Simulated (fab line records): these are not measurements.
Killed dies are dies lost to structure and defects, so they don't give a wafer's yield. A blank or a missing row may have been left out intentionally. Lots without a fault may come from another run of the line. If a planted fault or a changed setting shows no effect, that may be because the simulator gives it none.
Code-filled problem report in 8D (eight disciplines) form + flow berkeley-cmos170 + the parts of the form that need people (team, actions taken, sign-off) are left out

## 1. THE PROBLEM
WELLDRIVE_OXIDE_THK at UCB170_WELLDRIVE_THK_MEAS_02 reads a mean of 154 nm on 6 wafers of 2 lots; wafers without a fault read 200 nm with a standard deviation of 3.9. Relative to the usual mean, that is a shift of -12 standard deviations.
First observed at day 5 21:52: wafer L653.1, on film-metro-04. The record holds 42 wafers of 14 lots with a number at this step. The rule behind "out" and "out of limits": a value lying over 4 standard deviations away from the usual mean. The rest of the wafers with a number are treated as sound.

## 2. WHAT IT IS; WHAT IT IS NOT
| question                    | is                           | is not                                                                                                         |
|-----------------------------|------------------------------|----------------------------------------------------------------------------------------------------------------|
| which readings at this step | WELLDRIVE_OXIDE_THK          | -                                                                                                              |
| which lots                  | L652, L653                   | L644, L645, L646, L647, L657, L658, L659, L663, L664, L665, L666, L667                                         |
| which wafers of those lots  | all that have a number       | -                                                                                                              |
| read on which gauges        | film-metro-03, film-metro-04 | film-metro-01                                                                                                  |
| when                        | from day 5 21:52             | up to then (12 sound wafers); but 24 sound wafers of L657, L658, L659, L663, L664, L665, L666, L667 came after |

## 3. SUSPECTS, AND WHAT RULES EACH OUT
Counting: a tool at a process step up to the reading stays a suspect if it ran every lot that is out and no sound lot after the first of them.
- the gauge at UCB170_WELLDRIVE_THK_MEAS_02 has been ruled out. 2 gauges (film-metro-03, film-metro-04) read the wafers that are out.
- furnace-01 at UCB170_WELLDRIVE_OXIDATION_01 (target thk 199 nm, ox time 9000 s): kept. Every lot that is out went through it, starting with L652 (day 5 18:22), and after that it ran no sound lot; the last sound lot it ran before then is L645 (day 4 06:55).
Left after counting: furnace-01 at UCB170_WELLDRIVE_OXIDATION_01.

## 4. THE CAUSE (what the simulator had put in)
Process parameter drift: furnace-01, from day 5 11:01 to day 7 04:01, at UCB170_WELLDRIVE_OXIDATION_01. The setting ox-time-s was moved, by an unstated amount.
The count eliminated every tool but this one.

## 5. THE CHAIN OF EFFECTS, in route order
Rows list readings where the struck wafers' mean (over those with a number) sits beyond 3 standard deviations from the usual. Only readings whose record carries a usual standard deviation are examined. hours: median over the lots of the time between each lot's start at the first step of this table that gives one and its start at this step. sigmas: the change, counted in usual standard deviations.
| hours | step                         | reading             | usual  | on struck wafers | change | sigmas |
|-------|------------------------------|---------------------|--------|------------------|--------|--------|
| 0     | UCB170_WELLDRIVE_THK_MEAS_02 | WELLDRIVE_OXIDE_THK | 200 nm | 154              | -46    | -12    |
At these later measuring or inspecting steps, every struck wafer for which the step has a row has a number for every such reading, and none has moved that far: UCB170_ACTIVE_THK_MEAS_03, UCB170_PFIELD_OVL_MEAS_06, UCB170_PFIELD_TW_MEAS_09.

## 6. WHAT WOULD HAVE CAUGHT IT SOONER
In this record the first reading out of limits at a measuring or inspecting step was taken at day 5 21:52, 11 hours after the fault began at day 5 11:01.
An alarm limit of 4 standard deviations would not have fired on the tool readings at UCB170_WELLDRIVE_OXIDATION_01 for which the record gives a usual standard deviation, since none of them was out on any struck wafer.
All the lots that are out (2) had begun UCB170_WELLDRIVE_OXIDATION_01 on furnace-01 by day 5 21:52. Holding the tool at that point would not have protected any of them.
